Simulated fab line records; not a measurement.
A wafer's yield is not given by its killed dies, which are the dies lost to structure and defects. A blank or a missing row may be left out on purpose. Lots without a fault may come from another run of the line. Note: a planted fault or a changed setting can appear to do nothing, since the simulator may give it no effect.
Commonality check across tools || flow berkeley_cmos170 || 14 lots and 42 wafers in the sample

== REASON IT WAS OPENED ==
At UCB170_PLDD_TW_MEAS_11 the reading PLDD_TW is flagged on 2 of 14 lots. No-fault wafers: 1014, standard deviation 7.7.
Rule: a lot is flagged in two cases, either no wafer of it has a number, or all its wafers with numbers fall more than 4 standard deviations from that mean. As for the other lots, they are considered sound.

{"lot": "L121", "measured": "day 6 03:14", "on": "film_metro-03", "PLDD_TW, wafer by wafer": "1014 1015 1019", "flag": ""}
{"lot": "L123", "measured": "day 6 09:59", "on": "film_metro-03", "PLDD_TW, wafer by wafer": "1016 1023 1016", "flag": ""}
{"lot": "L122", "measured": "day 6 10:14", "on": "film_metro-04", "PLDD_TW, wafer by wafer": "1017 1018 1013", "flag": ""}
{"lot": "L126", "measured": "day 6 14:22", "on": "film_metro-04", "PLDD_TW, wafer by wafer": "1020 1026 1022", "flag": ""}
{"lot": "L124", "measured": "day 6 14:34", "on": "film_metro-02", "PLDD_TW, wafer by wafer": "1011 1012 1007", "flag": ""}
{"lot": "L130", "measured": "day 8 04:28", "on": "film_metro-04", "PLDD_TW, wafer by wafer": "962 963 962", "flag": "FLAGGED"}
{"lot": "L129", "measured": "day 8 04:43", "on": "film_metro-02", "PLDD_TW, wafer by wafer": "1005 999 1008", "flag": ""}
{"lot": "L135", "measured": "day 9 05:49", "on": "film_metro-02", "PLDD_TW, wafer by wafer": "950 948 948", "flag": "FLAGGED"}
{"lot": "L136", "measured": "day 9 20:53", "on": "film_metro-02", "PLDD_TW, wafer by wafer": "1002 1006 1004", "flag": ""}
{"lot": "L137", "measured": "day 10 05:10", "on": "film_metro-03", "PLDD_TW, wafer by wafer": "1016 1019 1017", "flag": ""}
{"lot": "L138", "measured": "day 10 05:24", "on": "film_metro-04", "PLDD_TW, wafer by wafer": "1025 1026 1025", "flag": ""}
{"lot": "L141", "measured": "day 10 17:35", "on": "film_metro-03", "PLDD_TW, wafer by wafer": "1018 1017 1017", "flag": ""}
{"lot": "L143", "measured": "day 10 23:48", "on": "film_metro-02", "PLDD_TW, wafer by wafer": "1013 1011 1011", "flag": ""}
{"lot": "L144", "measured": "day 11 23:35", "on": "film_metro-02", "PLDD_TW, wafer by wafer": "1011 1011 1013", "flag": ""}
Average over the flagged lots: 956; offset from the usual -58, equal to -8 standard deviations.

== LOT BY LOT: THE TOOL USED ==
Before the reading, the record contains 3 process steps out of a 331-step route. Cell contents, in order: the tool; ch with the chambers the sampled wafers went through; the start.
{"lot": "L121", "flag": "", "UCB170_PVT_STRIP_08": "plasma_asher-04 ch 0,1, day 5 13:03", "UCB170_GATE_ETCH_14": "rie_diel-03 ch 1,2,3, day 6 01:12", "UCB170_PLDD_IMPLANT_09": "implanter-01 ch 0, day 6 03:01"}
{"lot": "L123", "flag": "", "UCB170_PVT_STRIP_08": "plasma_asher-02 ch 1, day 5 19:40", "UCB170_GATE_ETCH_14": "rie_diel-03 ch 0,1, day 6 07:45", "UCB170_PLDD_IMPLANT_09": "implanter-01 ch 0, day 6 09:45"}
{"lot": "L122", "flag": "", "UCB170_PVT_STRIP_08": "plasma_asher-02 ch 0,1, day 5 19:26", "UCB170_GATE_ETCH_14": "rie_diel-02 ch 2,3, day 6 08:01", "UCB170_PLDD_IMPLANT_09": "implanter-03 ch 0, day 6 10:01"}
{"lot": "L126", "flag": "", "UCB170_PVT_STRIP_08": "plasma_asher-04 ch 0,1, day 6 00:26", "UCB170_GATE_ETCH_14": "rie_diel-04 ch 0,2, day 6 12:13", "UCB170_PLDD_IMPLANT_09": "implanter-01 ch 0, day 6 14:07"}
{"lot": "L124", "flag": "", "UCB170_PVT_STRIP_08": "plasma_asher-03 ch 0,1, day 5 23:57", "UCB170_GATE_ETCH_14": "rie_diel-02 ch 0,2,3, day 6 12:19", "UCB170_PLDD_IMPLANT_09": "implanter-03 ch 0, day 6 14:19"}
{"lot": "L130", "flag": "FLAGGED", "UCB170_PVT_STRIP_08": "plasma_asher-03 ch 0,1, day 7 07:41", "UCB170_GATE_ETCH_14": "rie_diel-02 ch 1,2,3, day 8 02:25", "UCB170_PLDD_IMPLANT_09": "implanter-01 ch 0, day 8 04:13"}
{"lot": "L129", "flag": "", "UCB170_PVT_STRIP_08": "plasma_asher-04 ch 0,1, day 7 07:58", "UCB170_GATE_ETCH_14": "rie_diel-04 ch 1,3, day 8 02:41", "UCB170_PLDD_IMPLANT_09": "implanter-03 ch 0, day 8 04:29"}
{"lot": "L135", "flag": "FLAGGED", "UCB170_PVT_STRIP_08": "plasma_asher-02 ch 0,1, day 8 12:17", "UCB170_GATE_ETCH_14": "rie_diel-02 ch 0,1,2, day 9 03:29", "UCB170_PLDD_IMPLANT_09": "implanter-01 ch 0, day 9 05:36"}
{"lot": "L136", "flag": "", "UCB170_PVT_STRIP_08": "plasma_asher-03 ch 0,1, day 9 06:15", "UCB170_GATE_ETCH_14": "rie_diel-03 ch 0,3, day 9 19:01", "UCB170_PLDD_IMPLANT_09": "implanter-02 ch 0, day 9 20:38"}
{"lot": "L137", "flag": "", "UCB170_PVT_STRIP_08": "plasma_asher-03 ch 0,1, day 9 12:49", "UCB170_GATE_ETCH_14": "rie_diel-02 ch 0,1,3, day 10 02:55", "UCB170_PLDD_IMPLANT_09": "implanter-02 ch 0, day 10 04:56"}
{"lot": "L138", "flag": "", "UCB170_PVT_STRIP_08": "plasma_asher-02 ch 1, day 9 12:44", "UCB170_GATE_ETCH_14": "rie_diel-04 ch 0,3, day 10 03:17", "UCB170_PLDD_IMPLANT_09": "implanter-03 ch 0, day 10 05:09"}
{"lot": "L141", "flag": "", "UCB170_PVT_STRIP_08": "plasma_asher-02 ch 0,1, day 9 23:34", "UCB170_GATE_ETCH_14": "rie_diel-03 ch 2,3, day 10 14:03", "UCB170_PLDD_IMPLANT_09": "implanter-02 ch 0, day 10 17:19"}
{"lot": "L143", "flag": "", "UCB170_PVT_STRIP_08": "plasma_asher-04 ch 0,1, day 10 09:40", "UCB170_GATE_ETCH_14": "rie_diel-03 ch 2,3, day 10 21:32", "UCB170_PLDD_IMPLANT_09": "implanter-03 ch 0, day 10 23:35"}
{"lot": "L144", "flag": "", "UCB170_PVT_STRIP_08": "plasma_asher-03 ch 0,1, day 11 04:53", "UCB170_GATE_ETCH_14": "rie_diel-04 ch 0,1,2, day 11 21:11", "UCB170_PLDD_IMPLANT_09": "implanter-02 ch 0, day 11 23:22"}
What these steps do:
- UCB170_PVT_STRIP_08: strips in O2.
- UCB170_GATE_ETCH_14: etches BARC in N2/H2.
- UCB170_PLDD_IMPLANT_09
- UCB170_PLDD_TW_MEAS_11

== FLAGGED AGAINST TOTAL, ONE TOOL AT A TIME (gauges that did the reading follow at the end) ==
{"step": "UCB170_PVT_STRIP_08", "tool": "plasma_asher-02", "lots run": 5, "flagged": 1, "share of the flagged lots": "some", "sound lots run after its first flagged lot": "2 (L138,L141)"}
{"step": "UCB170_PVT_STRIP_08", "tool": "plasma_asher-03", "lots run": 5, "flagged": 1, "share of the flagged lots": "some", "sound lots run after its first flagged lot": "3 (L136,L137,L144)"}
{"step": "UCB170_PVT_STRIP_08", "tool": "plasma_asher-04", "lots run": 4, "flagged": 0, "share of the flagged lots": "none", "sound lots run after its first flagged lot": "-"}
{"step": "UCB170_GATE_ETCH_14", "tool": "rie_diel-02", "lots run": 5, "flagged": 2, "share of the flagged lots": "all", "sound lots run after its first flagged lot": "1 (L137)"}
{"step": "UCB170_GATE_ETCH_14", "tool": "rie_diel-03", "lots run": 5, "flagged": 0, "share of the flagged lots": "none", "sound lots run after its first flagged lot": "-"}
{"step": "UCB170_GATE_ETCH_14", "tool": "rie_diel-04", "lots run": 4, "flagged": 0, "share of the flagged lots": "none", "sound lots run after its first flagged lot": "-"}
{"step": "UCB170_PLDD_IMPLANT_09", "tool": "implanter-01", "lots run": 5, "flagged": 2, "share of the flagged lots": "all", "sound lots run after its first flagged lot": 0}
{"step": "UCB170_PLDD_IMPLANT_09", "tool": "implanter-02", "lots run": 4, "flagged": 0, "share of the flagged lots": "none", "sound lots run after its first flagged lot": "-"}
{"step": "UCB170_PLDD_IMPLANT_09", "tool": "implanter-03", "lots run": 5, "flagged": 0, "share of the flagged lots": "none", "sound lots run after its first flagged lot": "-"}
{"step": "UCB170_PLDD_TW_MEAS_11", "tool": "film_metro-02", "lots run": 6, "flagged": 1, "share of the flagged lots": "some", "sound lots run after its first flagged lot": "3 (L136,L143,L144)"}
{"step": "UCB170_PLDD_TW_MEAS_11", "tool": "film_metro-03", "lots run": 4, "flagged": 0, "share of the flagged lots": "none", "sound lots run after its first flagged lot": "-"}
{"step": "UCB170_PLDD_TW_MEAS_11", "tool": "film_metro-04", "lots run": 4, "flagged": 1, "share of the flagged lots": "some", "sound lots run after its first flagged lot": "1 (L138)"}

== THE TABLE: WHAT IT ALLOWS ==
Rows of the table that ran all the flagged lots, 2 in number: rie_diel-02 at UCB170_GATE_ETCH_14; implanter-01 at UCB170_PLDD_IMPLANT_09.
- rie_diel-02 at UCB170_GATE_ETCH_14 ran 5 lots, 2 of them flagged. After the first flagged lot (L137), sound lots still ran on it; a lasting fault on the whole tool would not permit that.
- implanter-01 at UCB170_PLDD_IMPLANT_09 ran 5 lots, 2 of them flagged. Its last sound lot is L126 (day 6 14:07), its first flagged lot L130 (day 8 04:13): a fault that began between those two fits. Its own readings lie more than 4 standard deviations out on every wafer of the flagged lots: dose_ions_cm2, faraday_current_uA.
Left over: one tool, implanter-01 at UCB170_PLDD_IMPLANT_09.

== WHAT THE SIMULATOR HAD PUT IN ==
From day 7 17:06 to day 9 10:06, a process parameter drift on implanter-01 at UCB170_PLDD_IMPLANT_09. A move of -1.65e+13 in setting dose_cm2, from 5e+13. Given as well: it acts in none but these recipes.
Lots struck among those shown: L130, L135. The same result came from the rule above.
